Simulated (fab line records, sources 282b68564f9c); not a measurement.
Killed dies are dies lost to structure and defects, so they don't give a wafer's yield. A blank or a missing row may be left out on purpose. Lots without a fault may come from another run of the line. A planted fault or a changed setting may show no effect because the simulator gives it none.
fab line records | flow rit_cmos
record lots=16 wafers=48 last_day=8
route steps=202 shown PRETRO@67 M1@202
lots that met no fault: from a run of the same line without faults
start_h: hours from the record's first day to the start of the lot's first wafer shown | wait_h: hours since the lot's step before | " the same as in the row above | L1.1+2: a row that stands for several wafers | - no value, or no start given | * or withheld: withheld | < > ~ a bound
route shown NAME@n: a module of which the file shows steps, and the number in the route of the first | usual: mean/standard deviation of fault-free wafers | same: alike in all rows | chamber/n: place in a boat | sites: the reading at each site | _std_site: their standard deviation | _edge_site: outer sites' mean less inner sites' | radius_mm: how far each site lies from the wafer's centre | mask NAME#n: copy n | behind: the tool/chamber that last shaped the wafer | hold: why the lot was held/for how many hours/how that ended | device: the transistor (n, p or np) that didn't switch | end of line: the same wafers' tests at the end of the route | a step without rows: its recipe alone | killed: dies lost to structure and defects at the first sort, not the wafer's yield | map: a wafer's dies, x killed, . not, _ none there
set.NAME: the setting as run; set.NAME@STEP: as run at that earlier step | model.NAME: the simulator's own value behind a step, which no gauge read
steps of the route over a sample of lots; a table a step, a row a wafer
services: from which hour (start_h, from the record's first day; less than 0 if before it) a tool's chamber was out of use, for how many hours, and why
## steps
# step RIT_PRETRO_EXPOSE_03
# recipe mask_id=M5 na=0.57 target_cd_nm=43700 dose_mj=250
# usual exposure_dose_mJ_cm2=250.03/0.28
# columns lot.wafer tool chamber start_h wait_h mask exposure_dose_mJ_cm2
L926.1 iline_stepper-02 0 30.90 0.1 M5#0 250.01
L926.3 " 0 " " M5#0 249.73
L926.6 " 0 " " M5#0 250.24
L927.2 iline_stepper-01 0 40.11 0.2 M5#0 250.02
L927.3 " 0 " " M5#0 250.34
L927.6 " 0 " " M5#0 250.51
L928.1 iline_stepper-02 0 47.11 0.2 M5#0 250.00
L928.2 " 0 " " M5#0 249.99
L928.4 " 0 " " M5#0 250.16
L929.4 iline_stepper-01 0 53.69 0.2 M5#0 250.06
L929.5 " 0 " " M5#0 250.17
L929.6 " 0 " " M5#0 250.18
L931.3 iline_stepper-01 0 63.65 0.1 M5#0 250.11
L931.4 " 0 " " M5#0 250.23
L931.6 " 0 " " M5#0 250.31
L934.2 iline_stepper-01 0 76.60 0.2 M5#0 250.64
L934.3 " 0 " " M5#0 250.27
L934.6 " 0 " " M5#0 250.66
L935.3 iline_stepper-01 0 81.55 0.1 M5#0 249.49
L935.5 " 0 " " M5#0 249.78
L935.6 " 0 " " M5#0 249.52
L936.3 iline_stepper-02 0 89.59 0.2 M5#0 250.07
L936.4 " 0 " " M5#0 249.89
L936.6 " 0 " " M5#0 249.92
L938.1 iline_stepper-02 0 97.43 0.1 M5#0 250.14
L938.3 " 0 " " M5#0 249.56
L938.5 " 0 " " M5#0 249.54
L939.2 iline_stepper-01 0 102.18 0.2 M5#0 249.63
L939.3 " 0 " " M5#0 250.32
L939.5 " 0 " " M5#0 250.02
L940.1 iline_stepper-02 0 104.61 0.2 M5#0 250.29
L940.3 " 0 " " M5#0 249.79
L940.5 " 0 " " M5#0 250.49
L941.1 iline_stepper-02 0 109.52 0.1 M5#0 250.25
L941.3 " 0 " " M5#0 250.29
L941.5 " 0 " " M5#0 250.07
L942.4 iline_stepper-02 0 113.82 0.1 M5#0 249.75
L942.5 " 0 " " M5#0 249.93
L942.6 " 0 " " M5#0 249.53
L943.2 iline_stepper-02 0 117.98 0.1 M5#0 249.52
L943.4 " 0 " " M5#0 249.92
L943.6 " 0 " " M5#0 249.85
L944.2 iline_stepper-01 0 122.64 0.2 M5#0 249.80
L944.3 " 0 " " M5#0 249.84
L944.4 " 0 " " M5#0 249.89
L949.2 iline_stepper-01 0 148.84 0.1 M5#0 249.79
L949.3 " 0 " " M5#0 249.96
L949.6 " 0 " " M5#0 249.75
# step RIT_PRETRO_OVL_MEAS_06
# usual PRETRO_OVL=-0.5/1.4
# columns lot.wafer tool chamber start_h wait_h PRETRO_OVL[nm]
L926.1 overlay-01 - 31.33 - 0.6
L926.3 " - " " 0.0
L926.6 " - " " -1.2
L927.2 overlay-02 - 40.53 - 0.6
L927.3 " - " " -0.9
L927.6 " - " " 1.2
L928.1 overlay-01 - 47.54 - -1.1
L928.2 " - " " -0.8
L928.4 " - " " 1.4
L929.4 overlay-01 - 54.08 - -2.8
L929.5 " - " " -0.3
L929.6 " - " " -2.7
L931.3 overlay-01 - 64.05 - -5.0
L931.4 " - " " -1.9
L931.6 " - " " -3.2
L934.2 overlay-01 - 77.01 - -1.0
L934.3 " - " " -1.1
L934.6 " - " " -2.3
L935.3 overlay-02 - 82.01 - -1.6
L935.5 " - " " 0.3
L935.6 " - " " -0.2
L936.3 overlay-01 - 90.06 - -1.9
L936.4 " - " " 0.0
L936.6 " - " " -1.8
L938.1 overlay-01 - 97.86 - -0.5
L938.3 " - " " 1.0
L938.5 " - " " 0.1
L939.2 overlay-01 - 102.71 - 0.9
L939.3 " - " " 0.0
L939.5 " - " " -0.6
L940.1 overlay-02 - 105.04 - -150.9
L940.3 " - " " -150.9
L940.5 " - " " -150.1
L941.1 overlay-01 - 109.95 - -149.8
L941.3 " - " " -149.9
L941.5 " - " " -147.6
L942.4 overlay-02 - 114.21 - -150.6
L942.5 " - " " -149.6
L942.6 " - " " -151.7
L943.2 overlay-02 - 118.40 - -148.1
L943.4 " - " " -149.4
L943.6 " - " " -148.4
L944.2 overlay-02 - 123.06 - 2.4
L944.3 " - " " 1.1
L944.4 " - " " -0.3
L949.2 overlay-01 - 149.26 - -3.7
L949.3 " - " " -2.6
L949.6 " - " " -3.2
# step RIT_M1_PROBE_99
# usual killed_at_contacts=0.1/0.37 killed_at_front_end=6.9/2.9 killed_dies=7.1/2.9 killed_open=3.3/1.8 killed_short=3.6/2.2
# same gross_dies=264 killed_at_M0_to_M3=0 killed_at_M4_up=0 killed_at_back_side=0 killed_at_other=0
# columns lot.wafer tool chamber start_h wait_h killed_at_contacts killed_at_front_end killed_dies killed_open killed_short
L938.1 prober-01 - 127.98 0.1 0 5 5 2 3
L938.3 prober-01 - 128.08 0.2 0 7 7 4 3
L938.5 prober-01 - 128.18 0.2 0 6 6 2 4
# killed by level:class
L938.1 GATE:geometric_particle:open=1 GATE:geometric_particle:short=1 REOX:geometric_particle:short=1 SPACER:geometric_particle:short=1 SPACER:geometric_particle:open=1
L938.3 SPACER:geometric_particle:open=3 GATE:geometric_particle:open=1 GATE:geometric_particle:short=1 REOX:geometric_particle:short=1 SILICIDE:geometric_particle:short=1
L938.5 SILICIDE:geometric_particle:short=2 GATE:geometric_particle:open=1 GATE:geometric_particle:short=1 REOX:geometric_particle:short=1 SILICIDE:geometric_particle:open=1
## services
# columns tool chamber start_h hours kind
iline_stepper-02 0 16.46 - calibration
iline_stepper-01 - 75.03 0.8 repair
iline_stepper-02 - 137.05 6.8 repair
iline_stepper-01 - 143.87 1.7 pm
## key
first_sign step=RIT_PRETRO_OVL_MEAS_06 reading=PRETRO_OVL direction=down sigmas=99+ usual=-0.5 struck=-149.7
effect none on later readings
met_at RIT_PRETRO_EXPOSE_03
struck_lots L940,L941,L942,L943
tester_left_out L940,L941,L942,L943
onset_between 97.43 104.61
fault kind=scanner_matching_overlay tool=iline_stepper-02 chamber=- onset_h=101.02 steps=RIT_PRETRO_EXPOSE_03 offset=-150
# tester_left_out: of these lots the tester's yield and bins aren't shown, on N5 and GAA mostly nor the transistor test; their killed dies are dies lost to structure and defects alone, not to doping, threshold or leakage, so they don't give the yield
